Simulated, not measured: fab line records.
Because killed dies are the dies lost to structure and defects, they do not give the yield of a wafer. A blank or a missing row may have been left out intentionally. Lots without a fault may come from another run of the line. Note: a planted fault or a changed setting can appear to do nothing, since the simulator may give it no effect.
Which tool was responsible? | flow rit_cmos | 15 lots, 45 wafers sampled, at 2 steps of a route of 202

WHAT THE GAUGES READ, wafer by wafer
RIT_NRETRO_TW_MEAS_10. Usual: NRETRO_TW typically reads 1059, with standard deviation 4.3.
lot  | measured    | on            | NRETRO_TW      | flag
L440 | day 2 16:29 | film_metro-03 | 1057 1053 1057 |
L441 | day 2 21:34 | film_metro-02 | 1060 1061 1055 |
L442 | day 2 22:05 | film_metro-03 | 1051 1052 1059 |
L444 | day 3 11:00 | film_metro-03 | 1069 1062 1060 |
L445 | day 3 16:08 | film_metro-03 | 233 230 230    | OFF
L446 | day 3 18:20 | film_metro-04 | 227 231 228    | OFF
L448 | day 4 06:50 | film_metro-03 | 1057 1054 1055 |
L450 | day 4 14:37 | film_metro-04 | 225 227 225    | OFF
L453 | day 5 05:53 | film_metro-03 | 1061 1058 1063 |
L454 | day 5 12:31 | film_metro-04 | 1056 1056 1047 |
L458 | day 6 08:06 | film_metro-04 | 1067 1057 1061 |
L459 | day 6 13:11 | film_metro-04 | 1061 1059 1060 |
L460 | day 6 15:29 | film_metro-04 | 1059 1060 1058 |
L461 | day 6 22:02 | film_metro-02 | 1062 1062 1066 |
L462 | day 7 03:40 | film_metro-04 | 1058 1063 1053 |

WHAT TOOL EACH LOT RAN ON (gives the tool, then ch and the chambers of the sampled wafers, and finally the start)
lot  | RIT_NRETRO_DEVELOP_05
L440 | litho_track-02 ch 0, day 2 15:00
L441 | litho_track-04 ch 0, day 2 20:00
L442 | litho_track-02 ch 0, day 2 21:00
L444 | litho_track-01 ch 0, day 3 10:00
L445 | litho_track-02 ch 0, day 3 15:00
L446 | litho_track-02 ch 0, day 3 17:00
L448 | litho_track-04 ch 0, day 4 05:00
L450 | litho_track-02 ch 0, day 4 13:00
L453 | litho_track-04 ch 0, day 5 05:00
L454 | litho_track-04 ch 0, day 5 11:00
L458 | litho_track-01 ch 0, day 6 07:00
L459 | litho_track-04 ch 0, day 6 12:00
L460 | litho_track-04 ch 0, day 6 14:00
L461 | litho_track-01 ch 0, day 6 21:00
L462 | litho_track-01 ch 0, day 7 02:00
- RIT_NRETRO_DEVELOP_05: develop time 68 s.

WHAT THE TOOLS THEMSELVES READ (means of the sampled wafers that have a number; where no wafer has one, the mark that the record gives instead)
The record holds no such reading with a usual standard deviation.

THE ANSWER, worked out from the rows above alone
Rule: a lot is off if the mean of its wafers that have a number lies more than 3 standard deviations from the usual mean. A lot without any number at a reading at which 4 lots or more have one is off too. Where the step has rows for the other lots, those lots are counted as sound. The gauges are gone through in route order, then the tools' own readings, and for those a lot's mean is taken as printed above. At the first step where some lot is off, the reading lying furthest off is the one used; lots without a number count as furthest.
Off: L445, L446, L450, seen at RIT_NRETRO_TW_MEAS_10 (NRETRO_TW).
If a tool, at a process step before that reading, ran all the lots that are off and no sound lot after the first of them, it fits. The gauges at RIT_NRETRO_TW_MEAS_10 are tried like those tools. One fits: litho_track-02 at RIT_NRETRO_DEVELOP_05. A fault onset in the window from L442 (day 2 21:00, its last sound lot) to L445 (day 3 15:00, its first lot off) fits.

WHAT THE SIMULATOR HAD INSERTED
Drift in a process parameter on litho_track-02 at RIT_NRETRO_DEVELOP_05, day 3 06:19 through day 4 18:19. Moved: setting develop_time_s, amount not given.
Struck lots among those shown: L445, L446, L450. The same result came from the rule above.
